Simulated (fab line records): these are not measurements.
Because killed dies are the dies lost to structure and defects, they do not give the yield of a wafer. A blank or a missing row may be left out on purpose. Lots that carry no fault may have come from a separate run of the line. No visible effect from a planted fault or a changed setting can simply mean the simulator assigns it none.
Split-lot trial -- flow berkeleyCmos170 -- 5 lots, 27 wafers read, on a route of 331 steps

ABOUT THE SPLIT
At UCB170_M2_SPUTTER_01 (material Al, target thk 900 nm, time 120 s), the setting timeS was moved away from the recipe's 120 s on 9 of the 27 wafers read, by +45.6% to +58.9%. For the rest of the wafers, this setting stayed at what the recipe calls for.

FROM THE SPLIT TO THE READING: what the file shows between them, 5 steps
- UCB170_M2_RS_MEAS_02: measures by four-point-probe
- UCB170_M2_THK_MEAS_03: measures by xrf
- UCB170_M2_HMDS_04: prime time 60 s
- UCB170_M2_COAT_05: resist thk 900 nm
- UCB170_M2_ETCH_17: etches BARC in N2/H2

THE READING
oesProductAu, in a.u., at UCB170_M2_METAL_ETCH_18 (etches Al in Cl2/BCl3, stops on SiO2, target depth 1170 nm, time 195 s). Typical for fault-free wafers on this fab line: 0.844 a.u., with standard deviation 0.012 a.u.

wafer,"tool, chamber at the split","timeS as run, s",against the recipe,"oesProductAu, a.u.",against lot-mates on the recipe
L076.1,"pvdSputter-03, -",120,recipe,0.838,-
L076.2,"pvdSputter-03, -",120,recipe,0.862,-
L076.3,"pvdSputter-03, -",120,recipe,0.843,-
L076.4,"pvdSputter-03, -",120,recipe,0.846,-
L076.5,"pvdSputter-03, -",120,recipe,0.837,-
L076.6,"pvdSputter-03, -",120,recipe,0.838,-
L075.1,"pvdSputter-02, -",190.7,+58.9%,0.986,+0.137
L075.2,"pvdSputter-02, -",190.7,+58.9%,0.983,+0.134
L075.3,"pvdSputter-02, -",120,recipe,0.849,-
L075.4,"pvdSputter-02, -",120,recipe,0.853,-
L075.5,"pvdSputter-02, -",190.7,+58.9%,0.991,+0.142
L075.6,"pvdSputter-02, -",120,recipe,0.845,-
L077.1,"pvdSputter-01, -",120,recipe,0.862,-
L077.2,"pvdSputter-01, -",120,recipe,0.859,-
L077.3,"pvdSputter-01, -",174.7,+45.6%,1.017,+0.155
L077.4,"pvdSputter-01, -",120,recipe,0.866,-
L077.5,"pvdSputter-01, -",174.7,+45.6%,1.003,+0.141
L077.6,"pvdSputter-01, -",174.7,+45.6%,1.014,+0.152
L081.1,"pvdSputter-01, -",120,recipe,0.822,-
L081.2,"pvdSputter-01, -",120,recipe,0.831,-
L081.4,"pvdSputter-01, -",120,recipe,0.834,-
L085.1,"pvdSputter-01, -",120,recipe,0.856,-
L085.2,"pvdSputter-01, -",178.1,+48.4%,0.990,+0.135
L085.3,"pvdSputter-01, -",178.1,+48.4%,0.992,+0.137
L085.4,"pvdSputter-01, -",178.1,+48.4%,0.982,+0.127
L085.5,"pvdSputter-01, -",120,recipe,0.856,-
L085.6,"pvdSputter-01, -",120,recipe,0.852,-

FIT RESULTS
A straight line over all 27 wafers: oesProductAu changes by +0.00283 a.u. for each +1% of timeS; r = +0.97; the points scatter about the line by 0.019 a.u.
The same after taking each lot's own level away (the mean of its wafers on the recipe; 27 wafers): +0.00269 a.u. for each +1%; r = +0.98; scatter 0.013 a.u.
According to that fit, moving timeS by its largest amount changes the reading by 0.16 a.u.
Across the lots, their own levels run from 0.8290 to 0.8623 a.u., a range of 2.8 times the standard deviation given above.
The two slopes are in agreement: the lot-to-lot level therefore moves the slope only a little.
Check: +0.163 a.u. against its lot-mates is what the line predicts for one of the wafers moved furthest among these (+58.9%) when that wafer is left out of the fit. Against them it came out at +0.137 a.u.

FURTHER SPLITS ON THESE WAFERS
Note: prior to the reading, these wafers also went through further splits. Each is held against what the fit with the lots' levels taken away leaves over:
other split on the same wafers,wafers away from the commonest value,r with oesProductAu (lot level and that fit taken away)
UCB170_START_OXIDATION_02 oxTimeS,18,-0.56
UCB170_PWELL_ETCH_14 timeS,9,-0.02
UCB170_GATE_ETCH_15 targetDepthA,9,+0.16
UCB170_SPACER_ETCHBACK_03 timeS,9,+0.20

THE WHOLE CHAIN: every reading that the file lists as answering this split, in the file's order
step,what it does,reading,change (the file's fit),r (the file's)
UCB170_M2_SPUTTER_01,"material Al, target thk 900 nm, time 120 s","Al_of_M2_SPUTTER_01.thkNm (the simulator's own value, which no gauge read)",+8.95 nm for each +1% of the setting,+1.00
UCB170_M2_RS_MEAS_02,measures by four-point-probe,M2_AL_RS,-0.00021 for each +1% of the setting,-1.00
UCB170_M2_THK_MEAS_03,measures by xrf,M2_AL_THK,+9 for each +1% of the setting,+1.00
UCB170_M2_METAL_ETCH_18,"etches Al in Cl2/BCl3, stops on SiO2, target depth 1170 nm, time 195 s",oesProductAu,+0.0027 a.u. for each +1% of the setting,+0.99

THE FILE'S OWN FIT
oesProductAu changes by +0.0027 a.u. for each +1% of timeS, r = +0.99.
